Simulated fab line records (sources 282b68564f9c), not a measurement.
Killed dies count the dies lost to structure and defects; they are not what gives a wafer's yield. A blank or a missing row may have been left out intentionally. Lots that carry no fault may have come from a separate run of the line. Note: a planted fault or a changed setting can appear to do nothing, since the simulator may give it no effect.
fab line records    flow rit-cmos
record: lots: 6  wafers: 18  last-day: 7
route steps=202 shown ACTIVE@1 FOX1@20 FOX2@23 M1@202
lots that met no fault: taken from a fault-free run of the same line
start-h: the number of hours between the record's first day and the start of the first shown wafer of the lot    wait-h: hours from the lot's prior step to this one    " the same as in the row above    L1.1+2: a row that stands for several wafers    - no value, or no start was given    * or withheld: withheld    < > ~ a bound
route shown NAME@n: NAME is a module with steps in the file, n the number in the route of the first one    usual: mean/standard deviation taken from wafers without a fault    same: alike in all rows    chamber/n: place in a boat    sites: per-site readings    _std_site: the standard deviation of these    _edge_site: the outer-site mean with the inner-site mean subtracted    radius-mm: for every site, how far away it sits from the centre of the wafer    mask NAME#n: copy n    behind: the tool/chamber that last shaped the wafer    hold: why the lot went on hold/how many hours it stayed there/how the hold came to an end    device: transistor that didn't switch, given as n, p or np    end of line: at the end of the route, the tests of the same wafers    a step without rows: its recipe alone    killed: count of dies lost to structure and defects at first sort (not the wafer's yield)    map: a wafer's dies, x killed, . not, _ none there
set.NAME: the setting as run; set.NAME@STEP: as run at that earlier step    model.NAME: the simulator's own value behind a step, which no gauge read
certain route steps with their lots: each step a table, each wafer a row
services: a tool's chamber out of use, with start hour (start-h, from the record's first day; less than 0 if before it), hours out, and reason
== steps ==
step: RIT_ACTIVE_BOW_MEAS_00
recipe: mode: bow
usual: INCOMING_BOW: 0/6.1
lot.wafer  tool           chamber  start-h  wait-h  INCOMING_BOW[um]
L822.1     film-metro-04  -        40.00    -       6
L822.3     "              -        "        "       -4
L822.6     "              -        "        "       -2
L824.2     film-metro-02  -        50.02    -       1
L824.4     "              -        "        "       -3
L824.6     "              -        "        "       7
L826.1     film-metro-02  -        60.00    -       -4
L826.2     "              -        "        "       -7
L826.3     "              -        "        "       -3
L828.2     film-metro-03  -        70.02    -       13
L828.3     "              -        "        "       0
L828.6     "              -        "        "       -6
L833.1     film-metro-03  -        95.00    -       -8
L833.4     "              -        "        "       -2
L833.5     "              -        "        "       8
L838.3     film-metro-04  -        120.04   -       9
L838.5     "              -        "        "       8
L838.6     "              -        "        "       -1
step: RIT_ACTIVE_OXIDATION_01
recipe: temp-c: 994.5  ambient: O2  target-thk-a: 468  ox-time-s: 3360
usual: zone-power-centre-pct: 47.4/2.6
lot.wafer  tool        chamber  start-h  wait-h  zone-power-centre-pct  model.SiO2_of_ACTIVE_OXIDATION_01.thk-nm
L822.1     furnace-01  0        43.14    3.1     45.5                   44.55
L822.3     "           0        "        "       45.3                   43.83
L822.6     "           0        "        "       44.3                   44.14
L824.2     furnace-01  0        50.12    0.1     44.4                   58.07
L824.4     "           0        "        "       44.3                   58.51
L824.6     "           0        "        "       44.6                   57.51
L826.1     furnace-01  0        60.38    0.4     45.3                   58.61
L826.2     "           0        "        "       44.7                   58.28
L826.3     "           0        "        "       45.3                   58.15
L828.2     furnace-03  0        70.12    0.1     51.4                   43.74
L828.3     "           0        "        "       51.6                   43.68
L828.6     "           0        "        "       50.9                   43.61
L833.1     furnace-03  0        95.40    0.4     51.4                   43.73
L833.4     "           0        "        "       51.6                   44.64
L833.5     "           0        "        "       51.0                   44.39
L838.3     furnace-03  0        121.08   1.0     50.6                   44.82
L838.5     "           0        "        "       50.6                   44.91
L838.6     "           0        "        "       50.5                   43.52
step: RIT_ACTIVE_THK_MEAS_02
recipe: reads: SiO2_of_ACTIVE_OXIDATION_01
usual: ACTIVE_OXIDE_THK: 43.9/0.92
lot.wafer  tool           chamber  start-h  wait-h  ACTIVE_OXIDE_THK[nm]
L822.1     film-metro-03  -        45.09    0.0     44.6
L822.3     "              -        "        "       43.8
L822.6     "              -        "        "       44.1
L824.2     film-metro-02  -        52.06    0.0     58.0
L824.4     "              -        "        "       58.5
L824.6     "              -        "        "       57.5
L826.1     film-metro-04  -        62.31    0.0     58.6
L826.2     "              -        "        "       58.3
L826.3     "              -        "        "       58.2
L828.2     film-metro-03  -        72.06    0.0     43.7
L828.3     "              -        "        "       43.7
L828.6     "              -        "        "       43.6
L833.1     film-metro-04  -        97.33    0.0     43.8
L833.4     "              -        "        "       44.6
L833.5     "              -        "        "       44.4
L838.3     film-metro-03  -        123.03   0.0     44.8
L838.5     "              -        "        "       44.9
L838.6     "              -        "        "       43.5
step: RIT_ACTIVE_CVD_03
recipe: material: Si3N4  target-thk-nm: 150  temp-c: 810  precursor: SiH2Cl2/NH3  time-s: 1500  pressure-mtorr: 300  sih2cl2-flow-sccm: 60  nh3-flow-sccm: 150
step: RIT_ACTIVE_THK_MEAS_04
recipe: reads: Si3N4_of_ACTIVE_CVD_03
usual: ACTIVE_NITRIDE_THK: 150.4/1.4
lot.wafer  tool           chamber  start-h  wait-h  ACTIVE_NITRIDE_THK[nm]
L822.1     film-metro-02  -        46.56    0.0     151.5
L822.3     "              -        "        "       149.7
L822.6     "              -        "        "       150.9
L824.2     film-metro-04  -        53.54    0.0     149.5
L824.4     "              -        "        "       150.1
L824.6     "              -        "        "       150.2
L826.1     film-metro-02  -        63.79    0.0     150.0
L826.2     "              -        "        "       149.1
L826.3     "              -        "        "       150.3
L828.2     film-metro-02  -        73.54    0.0     150.1
L828.3     "              -        "        "       149.7
L828.6     "              -        "        "       150.3
L833.1     film-metro-02  -        99.52    0.0     150.9
L833.4     "              -        "        "       152.7
L833.5     "              -        "        "       152.4
L838.3     film-metro-02  -        124.51   0.0     152.5
L838.5     "              -        "        "       151.2
L838.6     "              -        "        "       150.8
step: RIT_ACTIVE_HMDS_05
recipe: prime-time-s: 60  prime-temp-c: 140
step: RIT_ACTIVE_COAT_06
recipe: resist: NOVOLAK  spin-rpm: 3250  resist-thk-nm: 1000
step: RIT_ACTIVE_SOFTBAKE_07
recipe: resist: NOVOLAK  temp-c: 90  time-s: 60
step: RIT_ACTIVE_EXPOSE_08
recipe: mask-id: M1  na: 0.6  source-shape: conventional  sigma-outer: 0.6  target-cd-nm: 1400  dose-mj: 225
step: RIT_ACTIVE_PEB_09
recipe: resist: NOVOLAK  temp-c: withheld  time-s: withheld
step: RIT_ACTIVE_DEVELOP_10
recipe: resist: NOVOLAK  develop-time-s: 50  dev-temp-c: 23
step: RIT_ACTIVE_CD_MEAS_11
recipe: target-cd-nm: 1400
usual: cd-nm: 1399.6/2.5
lot.wafer  tool       chamber  start-h  wait-h  cd-nm
L822.1     cd-sem-01  -        47.60    -       1399.9
L822.3     "          -        "        "       1401.9
L822.6     "          -        "        "       1398.6
L824.2     cd-sem-02  -        54.46    -       1395.3
L824.4     "          -        "        "       1395.2
L824.6     "          -        "        "       1395.8
L826.1     cd-sem-02  -        65.02    -       1397.6
L826.2     "          -        "        "       1400.2
L826.3     "          -        "        "       1399.3
L828.2     cd-sem-02  -        74.65    -       1398.3
L828.3     "          -        "        "       1400.4
L828.6     "          -        "        "       1399.2
L833.1     cd-sem-02  -        100.43   -       1406.1
L833.4     "          -        "        "       1402.7
L833.5     "          -        "        "       1401.3
L838.3     cd-sem-01  -        125.54   -       1403.6
L838.5     "          -        "        "       1400.6
L838.6     "          -        "        "       1403.1
step: RIT_ACTIVE_HARDBAKE_12
recipe: resist: NOVOLAK  temp-c: 140.4  time-s: 60
step: RIT_ACTIVE_ETCH_13
recipe: stop-on: SiO2  chemistry: SF6  target: Si3N4  time-s: 210  over-etch-frac: 0.4  SF6_flow_sccm: 200  pressure-mtorr: 260  rf-w: 125  target-depth-a: 2100
usual: chamber-pressure-mTorr: 260.00/0.23  drypump-motor-current-A: 5.9/0.41  oes-product-au: 0.820/0.014  throttle-valve-pct: 7.47/0.11
same: time-s: 210
lot.wafer  tool         chamber  start-h  wait-h  chamber-pressure-mTorr  drypump-motor-current-A  oes-product-au  rf-hours-counter-h  throttle-valve-pct
L822.1     rie-diel-01  0        47.87    0.1     260.01                  5.9                      0.826           0                   7.32
L822.3     "            3        "        "       259.91                  6.6                      0.819           54                  7.55
L822.6     "            0        "        "       260.06                  5.9                      0.830           -                   7.34
L824.2     rie-diel-01  3        54.71    0.1     259.89                  6.6                      0.821           55                  7.56
L824.4     "            2        "        "       259.93                  6.2                      0.805           92                  7.55
L824.6     "            2        "        "       260.06                  6.2                      0.806           -                   7.56
L826.1     rie-diel-03  3        65.29    0.1     260.34                  4.7                      0.838           48                  7.35
L826.2     "            1        "        "       259.76                  5.3                      0.803           52                  7.48
L826.3     "            2        "        "       260.19                  5.7                      0.804           137                 7.62
L828.2     rie-diel-01  0        75.19    0.1     259.66                  5.9                      0.826           1                   7.33
L828.3     "            1        "        "       260.03                  5.6                      0.820           43                  7.30
L828.6     "            0        "        "       260.00                  5.9                      0.831           -                   7.34
L833.1     rie-diel-04  0        100.70   0.1     260.01                  5.9                      0.835           109                 7.50
L833.4     "            1        "        "       259.96                  5.9                      0.817           105                 7.35
L833.5     "            0        "        "       259.45                  5.9                      0.832           -                   7.51
L838.3     rie-diel-04  2        125.77   0.1     260.05                  6.2                      0.824           141                 7.49
L838.5     "            3        "        "       260.46                  6.1                      0.810           -                   7.54
L838.6     "            0        "        "       260.20                  5.9                      0.842           -                   7.49
step: RIT_ACTIVE_STRIP_14
recipe: chemistry: O2  time-s: 180  resist: NOVOLAK  platen-temp-c: withheld  power-w: 500  pressure-mtorr: 4000  o2-flow-sccm: 4000
usual: chamber-pressure-mTorr: 4000/3.7  drypump-motor-current-A: 5.4/0.44  rf-refl-power-W: 7.6/0.97
same: time-s: 180
lot.wafer  tool             chamber  start-h  wait-h  chamber-pressure-mTorr  drypump-motor-current-A  rf-hours-counter-h  rf-refl-power-W
L822.1     plasma-asher-02  1        48.00    0.1     3999                    6.0                      38                  6.9
L822.3     "                0        "        "       4005                    5.7                      -                   6.6
L822.6     "                0        "        "       3994                    5.7                      -                   6.5
L824.2     plasma-asher-01  0        54.84    0.1     4008                    4.8                      27                  7.0
L824.4     "                0        "        "       4003                    4.8                      -                   7.5
L824.6     "                1        "        "       4006                    5.9                      -                   9.4
L826.1     plasma-asher-01  0        65.42    0.1     3999                    4.8                      28                  7.1
L826.2     "                1        "        "       4004                    5.9                      28                  9.3
L826.3     "                0        "        "       3996                    4.8                      -                   7.5
L828.2     plasma-asher-02  0        75.32    0.1     3998                    5.7                      41                  7.1
L828.3     "                1        "        "       4001                    6.0                      -                   7.1
L828.6     "                1        "        "       4001                    6.0                      -                   7.0
L833.1     plasma-asher-03  0        100.83   0.1     4002                    5.3                      46                  6.6
L833.4     "                1        "        "       3995                    5.2                      -                   7.8
L833.5     "                1        "        "       3997                    5.2                      -                   7.7
L838.3     plasma-asher-02  0        125.96   0.1     3992                    5.7                      -                   7.0
L838.5     "                1        "        "       4005                    6.0                      -                   7.0
L838.6     "                0        "        "       3998                    5.7                      -                   6.5
step: RIT_ACTIVE_CD_MEAS_90
recipe: target-cd-nm: 1400
usual: cd-nm: 1399.6/2.5
lot.wafer  tool       chamber  start-h  wait-h  cd-nm
L822.1     cd-sem-02  -        48.18    0.1     1400.0
L822.3     "          -        "        "       1402.1
L822.6     "          -        "        "       1398.9
L824.2     cd-sem-02  -        55.04    0.1     1395.3
L824.4     "          -        "        "       1395.6
L824.6     "          -        "        "       1395.9
L826.1     cd-sem-02  -        65.60    0.1     1397.5
L826.2     "          -        "        "       1400.9
L826.3     "          -        "        "       1399.0
L828.2     cd-sem-01  -        75.52    0.1     1398.6
L828.3     "          -        "        "       1400.7
L828.6     "          -        "        "       1399.1
L833.1     cd-sem-02  -        101.01   0.1     1406.7
L833.4     "          -        "        "       1402.9
L833.5     "          -        "        "       1401.2
L838.3     cd-sem-01  -        126.12   0.1     1403.2
L838.5     "          -        "        "       1401.1
L838.6     "          -        "        "       1403.4
step: RIT_ACTIVE_CLEAN_15
recipe: chemistry: SC1  mix: 3:3:50  time-s: 600  temp-c: 75
step: RIT_ACTIVE_CLEAN_16
recipe: chemistry: dHF  dilution: 50:1  time-s: 30
step: RIT_ACTIVE_CLEAN_17
recipe: chemistry: SC2  mix: 3:3:50  time-s: 600  temp-c: 75  dry: n2-spin
step: RIT_FOX1_OXIDATION_00
recipe: temp-c: 1100  ambient: H2O  target-thk-a: 3507  p-h2o-torr: 720  ox-time-s: 1130
step: RIT_FOX1_THK_MEAS_01
recipe: reads: SiO2_of_FOX1_OXIDATION_00
usual: FOX1_OXIDE_THK: 352/6.6
lot.wafer  tool           chamber  start-h  wait-h  FOX1_OXIDE_THK[nm]
L822.1     film-metro-01  -        49.99    0.0     353
L822.3     "              -        "        "       350
L822.6     "              -        "        "       354
L824.2     film-metro-01  -        58.41    0.0     350
L824.4     "              -        "        "       347
L824.6     "              -        "        "       347
L826.1     film-metro-04  -        68.71    0.0     363
L826.2     "              -        "        "       363
L826.3     "              -        "        "       359
L828.2     film-metro-01  -        78.46    0.0     349
L828.3     "              -        "        "       343
L828.6     "              -        "        "       342
L833.1     film-metro-01  -        103.71   0.0     358
L833.4     "              -        "        "       350
L833.5     "              -        "        "       355
L838.3     film-metro-03  -        128.09   0.0     351
L838.5     "              -        "        "       350
L838.6     "              -        "        "       351
step: RIT_FOX1_WET_ETCH_02
recipe: chemistry: BOE  target-depth-nm: 350  time-s: 390  temp-c: 21.5  dry: n2-spin  dilution: 10:1  target: SiO2
step: RIT_FOX2_OXIDATION_00
recipe: temp-c: 1100  ambient: H2O  target-thk-a: 3507  p-h2o-torr: 720  ox-time-s: 1130
step: RIT_FOX2_THK_MEAS_01
recipe: reads: SiO2_of_FOX2_OXIDATION_00
usual: FOX2_OXIDE_THK: 351/6.8
lot.wafer  tool           chamber  start-h  wait-h  FOX2_OXIDE_THK[nm]
L822.1     film-metro-02  -        52.96    0.0     344
L822.3     "              -        "        "       339
L822.6     "              -        "        "       336
L824.2     film-metro-01  -        60.99    0.0     348
L824.4     "              -        "        "       344
L824.6     "              -        "        "       347
L826.1     film-metro-01  -        70.21    0.0     358
L826.2     "              -        "        "       348
L826.3     "              -        "        "       354
L828.2     film-metro-01  -        80.64    0.0     348
L828.3     "              -        "        "       356
L828.6     "              -        "        "       352
L833.1     film-metro-01  -        105.20   0.0     351
L833.4     "              -        "        "       348
L833.5     "              -        "        "       350
L838.3     film-metro-04  -        130.59   0.0     349
L838.5     "              -        "        "       351
L838.6     "              -        "        "       347
step: RIT_FOX2_CLEAN_02
recipe: chemistry: dHF  dilution: 50:1  time-s: 180
step: RIT_FOX2_WET_ETCH_03
recipe: chemistry: H3PO4  target: Si3N4  target-depth-nm: 195  temp-c: 165  time-s: 2700
same: time-s: 2700
lot.wafer  tool          chamber  start-h  wait-h  model.SiO2_of_ACTIVE_OXIDATION_01.thk-nm
L822.1     wet-bench-01  3        53.08    0.0     39.4
L822.3     "             3        "        "       38.46
L822.6     "             3        "        "       39.05
L824.2     wet-bench-04  0        61.10    0.0     51.11
L824.4     "             0        "        "       52.12
L824.6     "             0        "        "       51.23
L826.1     wet-bench-01  2        70.33    0.0     52.11
L826.2     "             2        "        "       51.83
L826.3     "             2        "        "       51.59
L828.2     wet-bench-01  1        80.75    0.0     38.54
L828.3     "             1        "        "       38.75
L828.6     "             1        "        "       38.39
L833.1     wet-bench-04  2        105.32   0.0     38.74
L833.4     "             2        "        "       39.54
L833.5     "             2        "        "       39.33
L838.3     wet-bench-04  2        130.68   0.0     38.89
L838.5     "             2        "        "       40.05
L838.6     "             2        "        "       38.78
step: RIT_FOX2_THK_MEAS_90
recipe: reads: SiO2_of_FOX2_OXIDATION_00
usual: FIELD_OXIDE_LEFT_1_THK: 324/6.7
lot.wafer  tool           chamber  start-h  wait-h  FIELD_OXIDE_LEFT_1_THK[nm]
L822.1     film-metro-01  -        53.83    0.0     317
L822.3     "              -        "        "       312
L822.6     "              -        "        "       310
L824.2     film-metro-01  -        61.94    0.0     320
L824.4     "              -        "        "       316
L824.6     "              -        "        "       319
L826.1     film-metro-02  -        71.16    0.0     330
L826.2     "              -        "        "       321
L826.3     "              -        "        "       326
L828.2     film-metro-01  -        81.52    0.0     321
L828.3     "              -        "        "       329
L828.6     "              -        "        "       325
L833.1     film-metro-04  -        106.08   0.0     323
L833.4     "              -        "        "       320
L833.5     "              -        "        "       323
L838.3     film-metro-04  -        131.53   0.0     321
L838.5     "              -        "        "       324
L838.6     "              -        "        "       321
step: RIT_M1_PROBE_99
usual: killed-at-contacts: 0.1/0.3  killed-at-front-end: 6.7/2.6  killed-dies: 6.8/2.6  killed-open: 3.3/1.7  killed-short: 3.4/2
same: gross-dies: 264  killed_at_M0_to_M3: 0  killed_at_M4_up: 0  killed-at-back-side: 0  killed-at-other: 0
lot.wafer  tool       chamber  start-h  wait-h  killed-at-contacts  killed-at-front-end  killed-dies  killed-open  killed-short  model.etest.nldd.width-nm  model.etest.pldd.width-nm  model.etest.pplus-sal.width-nm  model.etest.nplus-sal.width-nm  model.etest.nmos_0p3.r-on-ohm-um  model.etest.nmos-narrow.drive-ua-um  model.etest.pmos-narrow.drive-ua-um  model.etest.nmos_0p3.drive-ua-um
L822.1     prober-01  -        92.69    0.1     0                   8                    8            5            2             3207                       3215                       3464                            3463                            2124                              238.3                                107                                  234.2
L822.3     prober-01  -        92.79    0.2     0                   3                    3            0            3             3217                       3239                       3475                            3490                            2096                              244.1                                109.1                                234.9
L822.6     prober-01  -        92.94    0.2     0                   5                    5            3            2             3207                       3223                       3481                            3476                            2106                              239.9                                107.3                                230.9
L824.2     prober-02  -        106.59   0.1     0                   5                    5            1            2             3042                       3036                       3413                            3401                            2252                              192.3                                87.78                                216.7
L824.4     prober-02  -        106.69   0.2     0                   8                    8            3            4             3056                       3049                       3407                            3409                            2221                              198.8                                91.02                                221.8
L824.6     prober-02  -        106.79   0.2     0                   11                   11           5            6             3041                       3055                       3397                            3366                            2196                              199.3                                92.78                                222
L826.1     prober-01  -        113.66   0.1     0                   2                    2            0            2             3025                       3020                       3352                            3361                            2262                              174.1                                83.99                                201.3
L826.2     prober-01  -        113.71   0.1     1                   6                    7            3            4             3044                       3048                       3368                            3380                            2278                              176.5                                85.15                                202.9
L826.3     prober-01  -        113.76   0.2     0                   7                    7            4            3             3037                       3029                       3395                            3383                            2313                              179.1                                84.28                                202.4
L828.2     prober-01  -        121.74   0.1     0                   2                    2            1            1             3219                       3207                       3471                            3459                            2173                              234.1                                106.6                                226.9
L828.3     prober-01  -        121.79   0.2     0                   6                    6            3            3             3208                       3213                       3448                            3454                            2115                              236.1                                108.9                                229.4
L828.6     prober-01  -        121.94   0.2     0                   5                    5            3            2             3215                       3222                       3463                            3484                            2093                              241.2                                113.4                                235
L833.1     prober-02  -        147.08   0.1     0                   7                    7            3            4             3226                       3198                       3446                            3464                            2173                              227.9                                104.5                                223.4
L833.4     prober-02  -        147.23   0.2     0                   13                   13           4            9             3218                       3222                       3459                            3477                            2150                              231                                  105.5                                224.5
L833.5     prober-02  -        147.28   0.2     0                   5                    5            3            2             3200                       3203                       3454                            3449                            2200                              224.4                                101                                  215.9
L838.3     prober-01  -        171.90   0.2     0                   11                   11           4            7             3200                       3218                       3482                            3484                            2171                              230.9                                102.2                                226.1
L838.5     prober-01  -        172.00   0.2     0                   5                    5            3            2             3212                       3204                       3481                            3482                            2245                              221.8                                98.4                                 219.6
L838.6     prober-01  -        172.05   0.2     0                   3                    3            1            2             3215                       3212                       3495                            3468                            2169                              230.2                                102.8                                225.5
killed by level:class
L822.1 SILICIDE:geometric-particle:open=2 ACTIVE:geometric-particle:open=1 FOX1:geometric-particle:open=1 FOX1:geometric-particle:short=1 GATE:geometric-particle:short=1 SPACER:geometric-particle:open=1 NWELL:coat-microbubble-printed=1
L822.3 FOX2:geometric-particle:short=1 REOX:geometric-particle:short=1 SPACER:geometric-particle:short=1
L822.6 FOX1:geometric-particle:short=2 GATE:geometric-particle:open=2 FOX2:geometric-particle:open=1
L824.2 PWELL:coat-microbubble-printed=2 GATE:geometric-particle:open=1 GATE:geometric-particle:short=1 REOX:geometric-particle:short=1
L824.4 GATE:geometric-particle:short=2 REOX:geometric-particle:open=2 FOX2:geometric-particle:short=1 GATE:geometric-particle:open=1 REOX:geometric-particle:short=1 PWELL:coat-microbubble-printed=1
L824.6 FOX1:geometric-particle:short=2 REOX:geometric-particle:open=2 REOX:geometric-particle:short=2 FOX2:geometric-particle:open=1 GATE:geometric-particle:short=1 GATE:geometric-particle:open=1 SPACER:geometric-particle:open=1 SPACER:geometric-particle:short=1
L826.1 FOX1:geometric-particle:short=2
L826.2 FOX1:geometric-particle:short=1 GATE:geometric-particle:open=1 GATE:geometric-particle:short=1 REOX:geometric-particle:short=1 REOX:geometric-particle:open=1 SPACER:geometric-particle:short=1 CONTACT:geometric-particle:open=1
L826.3 GATE:geometric-particle:open=3 GATE:geometric-particle:short=1 REOX:geometric-particle:short=1 SPACER:geometric-particle:open=1 SPACER:geometric-particle:short=1
L828.2 SPACER:geometric-particle:open=1 SILICIDE:geometric-particle:short=1
L828.3 GATE:geometric-particle:open=3 GATE:geometric-particle:short=2 REOX:geometric-particle:short=1
L828.6 GATE:geometric-particle:short=2 GATE:geometric-particle:open=1 REOX:geometric-particle:open=1 SPACER:geometric-particle:open=1
L833.1 GATE:geometric-particle:short=4 GATE:geometric-particle:open=2 FOX2:geometric-particle:open=1
L833.4 GATE:geometric-particle:short=3 FOX1:geometric-particle:short=2 FOX2:geometric-particle:short=2 REOX:geometric-particle:short=2 SILICIDE:geometric-particle:open=2 GATE:geometric-particle:open=1 REOX:geometric-particle:open=1
L833.5 GATE:geometric-particle:open=3 GATE:geometric-particle:short=1 SILICIDE:geometric-particle:short=1
L838.3 GATE:geometric-particle:open=3 FOX1:geometric-particle:short=2 GATE:geometric-particle:short=2 SILICIDE:geometric-particle:short=2 REOX:geometric-particle:open=1 SPACER:geometric-particle:short=1
L838.5 FOX1:geometric-particle:open=1 FOX1:geometric-particle:short=1 GATE:geometric-particle:short=1 SPACER:geometric-particle:open=1 SILICIDE:geometric-particle:open=1
L838.6 GATE:geometric-particle:short=2 REOX:geometric-particle:open=1
== services ==
tool             chamber  start-h  hours  kind
rie-diel-04      3        22.93    -      clean
rie-diel-04      3        22.93    23.6   scheduled-down
rie-diel-04      3        22.93    23.6   vent-cycle
furnace-03       -        35.74    7.0    pm
wet-bench-01     -        40.61    2.1    repair
rie-diel-03      2        52.50    9.5    repair
rie-diel-03      3        59.59    4.2    repair
plasma-asher-02  -        67.06    1.2    repair
rie-diel-01      0        92.51    5.3    repair
plasma-asher-03  -        107.08   5.2    repair
plasma-asher-03  -        112.27   9.0    pm
plasma-asher-03  0        112.27   9.0    vent-cycle
plasma-asher-03  1        112.27   9.0    vent-cycle
rie-diel-03      -        113.42   1.0    repair
plasma-asher-03  0        121.27   -      clean
plasma-asher-03  1        121.27   -      clean
furnace-03       -        128.07   3.9    pm
wet-bench-01     -        130.07   1.6    repair
== key ==
first-sign: step: RIT_ACTIVE_THK_MEAS_02  reading: ACTIVE_OXIDE_THK  direction: up  sigmas: 16  usual: 43.9  struck: 58.2
effect none on later readings
model-effect: step: RIT_ACTIVE_OXIDATION_01  value: SiO2_of_ACTIVE_OXIDATION_01.thk-nm  without: 44.61  struck: 58.19
model-effect: step: RIT_FOX2_WET_ETCH_03  value: SiO2_of_ACTIVE_OXIDATION_01.thk-nm  without: 39.58  struck: 51.67
model-effect: step: RIT_M1_PROBE_99  value: etest.nldd.width-nm  without: 3195  struck: 3041
met-at RIT_ACTIVE_OXIDATION_01
struck-wafers L824.2,L824.4,L824.6,L826.1,L826.2,L826.3
tester-left-out L824,L826
onset-between 43.14 50.12
fault: kind: process-parameter-drift  tool: furnace-01  chamber: -  onset-h: 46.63  steps: RIT_ACTIVE_OXIDATION_01  channel: ox-time-s  offset: *  shape: step  end-h: 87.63  acts-in: *  stated: *
tester-left-out: of these lots the tester's yield and bins aren't shown, on N5 and GAA mostly nor the transistor test; their killed dies are dies lost to structure and defects alone, not to doping, threshold or leakage, so they don't give the yield
